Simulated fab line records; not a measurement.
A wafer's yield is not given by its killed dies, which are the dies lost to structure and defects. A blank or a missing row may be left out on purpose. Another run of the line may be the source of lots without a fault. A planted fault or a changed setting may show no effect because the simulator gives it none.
Matching of chambers + flow berkeley_cmos170 + cmp-02 running UCB170_V1_CMP_02: 4 sister chambers
The step polishes SiO2. 14 wafers are shown with their chamber, then 7 later ones without.

== WAFERS, EACH WITH ITS CHAMBER ==
| wafer  | chamber | motor_current_A (A) |
|--------|---------|---------------------|
| L522.1 | 0       | 17.7                |
| L522.2 | 3       | 13.0                |
| L522.4 | 2       | 15.0                |
| L524.1 | 1       | 17.5                |
| L524.3 | 3       | 12.5                |
| L524.4 | 0       | 17.7                |
| L527.3 | 2       | 15.2                |
| L527.5 | 1       | 16.3                |
| L527.6 | 2       | 14.4                |
| L530.3 | 2       | 14.7                |
| L530.5 | 3       | 12.7                |
| L530.6 | 2       | 14.1                |
| L534.2 | 2       | 15.2                |
| L534.3 | 1       | 16.8                |

SIGNATURES, as means of the wafers listed above
| reading         | chamber 0 | chamber 1 | chamber 2 | chamber 3 | scatter within a chamber |
|-----------------|-----------|-----------|-----------|-----------|--------------------------|
| motor_current_A | 17.700    | 16.867    | 14.767    | 12.733    | 0.432                    |
Rule: a wafer's distance from a chamber is the root of the sum, over the readings, of the square of ((its reading less the chamber's mean) divided by the reading's scatter). The wafer belongs to the nearest chamber; if the next one is less than 2 further off, it can't be placed. The scatter is the square root of a quotient: the sum, over the shown wafers, of each reading's squared deviation from its chamber's mean, divided by wafers minus chambers.

== WAFERS WITHOUT THEIR CHAMBER ==
| wafer  | motor_current_A (A) |
|--------|---------------------|
| L534.6 | 17.1                |
| L536.1 | 17.3                |
| L536.2 | 13.0                |
| L536.6 | 14.7                |
| L538.3 | 18.7                |
| L538.4 | 12.3                |
| L538.6 | 15.2                |

== WHICH CHAMBER EACH WENT THROUGH ==
| wafer  | from the rows above     | in truth |
|--------|-------------------------|----------|
| L534.6 | can't be placed: 1 or 0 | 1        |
| L536.1 | can't be placed: 0 or 1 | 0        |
| L536.2 | 3                       | 3        |
| L536.6 | 2                       | 2        |
| L538.3 | can't be placed: 0 or 1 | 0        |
| L538.4 | 3                       | 3        |
| L538.6 | 2                       | 2        |
Placed correctly: 4 of 7. These rows do not allow placing 3 (true chamber among the candidates in 3). Number placed wrongly: 0.
